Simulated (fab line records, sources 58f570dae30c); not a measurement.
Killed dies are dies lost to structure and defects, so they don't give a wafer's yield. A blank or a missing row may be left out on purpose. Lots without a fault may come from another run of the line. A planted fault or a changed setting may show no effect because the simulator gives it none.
Problem report in the 8D (eight disciplines) form, filled by code | flow berkeley_cmos170 | the parts of the form that need people (team, actions taken, sign-off) are left out

1. THE PROBLEM
cd_nm at UCB170_GATE_CD_MEAS_12 reads a mean of 367.6 nm on 6 wafers of 2 lots; wafers without a fault read 349.7 nm with a standard deviation of 1.6. That is +11 standard deviations from the usual mean.
The step: target cd 350 nm.
First seen on wafer L449.1, day 8 04:19, on cd_sem-01. The record holds 42 wafers of 14 lots with a number at this step. Rule for "out", or "out of limits": more than 4 standard deviations from the usual mean. The other wafers with a number count as sound.

2. WHAT IT IS AND WHAT IT IS NOT
question                    | is                     | is not
which readings at this step | cd_nm                  | -
which lots                  | L449, L450             | L440, L441, L442, L443, L444, L445, L446, L447, L448, L451, L462, L463
which wafers of those lots  | all that have a number | -
read on which gauges        | cd_sem-01              | cd_sem-02
when                        | from day 8 04:19       | up to then (27 sound wafers); but 9 sound wafers of L451, L462, L463 came after

3. SUSPECTS, AND WHAT RULES EACH OUT
Counting: a tool at a process step up to the reading stays a suspect if it ran every lot that is out and no sound lot after the first of them.
- the gauge at UCB170_GATE_CD_MEAS_12: ruled out. All the wafers that are out were read on cd_sem-01, but those of them that UCB170_GATE_EXPOSE_09 has rows for are out there too, on other tools.
- krf_scanner-01 at UCB170_GATE_EXPOSE_09 (exposes mask POLY, target cd 350 nm): kept. It ran every lot that is out, first L449 (day 8 03:28), and no sound lot after that; its last sound lot up to then is L448 (day 7 16:31). Its own readings are out on those wafers: exposure_dose_mJ_cm2.
Left after counting: krf_scanner-01 at UCB170_GATE_EXPOSE_09.

4. THE CAUSE (what the simulator had put in)
Process parameter drift: krf_scanner-01, from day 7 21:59 on, at UCB170_GATE_EXPOSE_09. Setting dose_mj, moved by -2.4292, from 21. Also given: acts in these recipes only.
Counting left only this tool.

5. THE CHAIN OF EFFECTS, in route order
Each row: a reading whose mean over the struck wafers that have a number lies more than 3 standard deviations from the usual. Only readings for which the record gives a usual standard deviation are gone through. hours: the time from each lot's start at the first step in this table that gives one to its start at this step, as a median over the lots. sigmas: the change in usual standard deviations.
hours | step                   | reading              | usual    | on struck wafers | change | sigmas
0     | UCB170_GATE_EXPOSE_09  | exposure_dose_mJ_cm2 | 21.36    | 19.22            | -2.14  | -59
1     | UCB170_GATE_CD_MEAS_12 | cd_nm                | 349.7 nm | 367.6            | +17.9  | +11
The process steps in it:
- UCB170_GATE_EXPOSE_09: exposes mask POLY, target cd 350 nm.

6. WHAT WOULD HAVE CAUGHT IT SOONER
In this record the first reading out of limits at a measuring or inspecting step was taken at day 8 04:19, 6 hours after the fault began at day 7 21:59.
The tool's own readings at UCB170_GATE_EXPOSE_09 were out on every struck wafer that the step has a row for (exposure_dose_mJ_cm2): an alarm limit on them would have fired on the first of those.
Of the lots that are out (2), L450 began UCB170_GATE_EXPOSE_09 on krf_scanner-01 after day 8 04:19. A hold on the tool at that time would have spared it.
